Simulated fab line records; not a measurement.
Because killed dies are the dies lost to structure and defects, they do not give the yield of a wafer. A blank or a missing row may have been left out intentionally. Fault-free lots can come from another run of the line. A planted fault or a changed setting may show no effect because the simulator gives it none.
A lot that was struck, set against a sound lot / flow ritCmos / 32 out of 202 route steps
Sound: wafers L337.1, L337.2, L337.5. Wafers struck: L335.2, L335.5, L335.6. The cause is named last.
Order at every step that has rows: each side's tool, ch and its chambers, its first start. Under that, the readings that differ: sound wafers / struck wafers / difference of the means / sigmas: that difference in standard deviations of wafers without a fault.
alike: a reading whose means differ by less than 2 such deviations, as well as words and numbers matching on both sides. not compared: withheld readings; readings where some wafer has no value; bounds like >300 that might hide an equal value; numbers whose values overlap and for which the record gives no deviation.
The two part at a step that has a row with sigmas, a row that says differs or no value, or rows on one side only. Non-overlapping numbers with no deviation appear without sigmas and do not part them. A reading missing from all wafers of one side parts the sides only when that side holds two or more wafers.

first, 2 steps without rows for these wafers: RIT_SPACER_CLEAN_02 (cleans in SC2, time 600 s); RIT_SPACER_CVD_03 (deposits Si3N4 from SiH2Cl2/NH3, target thk 250 nm, time 3300 s).
RIT_SPACER_THK_MEAS_04:
  sound: filmMetro-04 at day 7 07:56; struck: filmMetro-04 at day 6 17:59
  alike: SPACER_NITRIDE_THK
RIT_SPACER_ETCHBACK_05: etches Si3N4 in SF6/CHF3, stops on SiO2, target depth 250 nm, time 240 s.
  sound on rieDiel-03 ch 1,2, day 7 07:59; struck on rieDiel-02 ch 2,3, day 6 18:02
  alike: SF6_flow_sccm, drypumpMotorCurrentA, oesProductAu, throttleValvePct
  not compared: rfHoursCounterH
then, 6 steps without rows for these wafers: RIT_NSD_HMDS_00 (prime time 60 s); RIT_NSD_COAT_01 (resist thk 1000 nm); RIT_NSD_SOFTBAKE_02 (time 60 s); RIT_NSD_EXPOSE_03 (exposes mask M9, target cd 40700 nm); RIT_NSD_PEB_04; RIT_NSD_DEVELOP_05 (develop time 50 s).
RIT_NSD_OVL_MEAS_06:
  sound: overlay-01 at day 7 08:59; struck: overlay-02 at day 6 19:02
reading=NSD_OVL (nm); sound=0.6 -1.2 0.3; struck=5.0 4.5 4.7; difference=+4.8; sigmas=+3
then, 1 step without rows for these wafers: RIT_NSD_HARDBAKE_07 (time 60 s).
RIT_NSD_IMPLANT_08:
  sound on implanter-01 ch 0, day 7 09:10; struck on implanter-04, day 6 19:14
  no value came back on the struck wafers for beamEnergyKeV, beamOnS (s); on the sound wafers beamEnergyKeV reads 24.993 25.002 25.006
RIT_NSD_STRIP_09: strips in O2, time 180 s.
  sound on plasmaAsher-02 ch 0,1, day 7 09:19; struck on plasmaAsher-01 ch 0,1, day 6 19:22
  alike: drypumpMotorCurrentA
  not compared: rfHoursCounterH
RIT_NSD_TW_MEAS_10:
  sound: filmMetro-03 at day 7 09:30; struck: filmMetro-02 at day 6 19:33
reading=NSD_TW; sound=3107 3119 3127; struck=30 30 30; difference=-3088; sigmas=-99 or more
then, 6 steps without rows for these wafers: RIT_PSD_HMDS_00 (prime time 60 s); RIT_PSD_COAT_01 (resist thk 1000 nm); RIT_PSD_SOFTBAKE_02 (time 60 s); RIT_PSD_EXPOSE_03 (exposes mask M10, target cd 40900 nm); RIT_PSD_PEB_04; RIT_PSD_DEVELOP_05 (develop time 50 s).
RIT_PSD_OVL_MEAS_06:
  sound: overlay-01 at day 7 10:35; struck: overlay-01 at day 6 20:27
  alike: PSD_OVL
then, 2 steps without rows for these wafers: RIT_PSD_HARDBAKE_07 (time 60 s); RIT_PSD_IMPLANT_08.
RIT_PSD_STRIP_09: strips in O2, time 180 s.
  sound on plasmaAsher-01 ch 0,1, day 7 10:56; struck on plasmaAsher-01 ch 0,1, day 6 20:47
  alike: drypumpMotorCurrentA
  not compared: rfHoursCounterH
RIT_PSD_TW_MEAS_10:
  sound: filmMetro-01 at day 7 11:06; struck: filmMetro-01 at day 6 20:58
  alike: PSD_TW
then, 3 steps without rows for these wafers: RIT_SDANNEAL_CLEAN_00 (cleans in SC1, time 600 s); RIT_SDANNEAL_CLEAN_01 (cleans in dHF, time 30 s); RIT_SDANNEAL_CLEAN_02 (cleans in SC2, time 600 s).
RIT_SDANNEAL_RTA_03: time 5 s.
  sound on rtpAnneal-01 ch 0, day 7 11:34; struck on rtpAnneal-01 ch 0, day 6 21:26
  alike: rampUpCPerS, wafer_temp_C_max
RIT_SDANNEAL_RS_MEAS_04: the measuring method here is four-point-probe.
  sound: filmMetro-02 at day 7 11:37; struck: filmMetro-03 at day 6 21:29
  alike: PSD_RS
RIT_SDANNEAL_RS_MEAS_05: the measuring method here is four-point-probe.
  sound: filmMetro-02 at day 7 11:44; struck: filmMetro-03 at day 6 21:37
reading=NSD_RS (ohm/sq); sound=85.33 85.70 85.49; struck=132.87 132.92 132.94; difference=+47.40; sigmas=+99 or more

== WHERE THEY PART ==
Last at RIT_SDANNEAL_RS_MEAS_05 as far as this record goes, first at RIT_NSD_OVL_MEAS_06.

WHY: the cause the simulator had injected
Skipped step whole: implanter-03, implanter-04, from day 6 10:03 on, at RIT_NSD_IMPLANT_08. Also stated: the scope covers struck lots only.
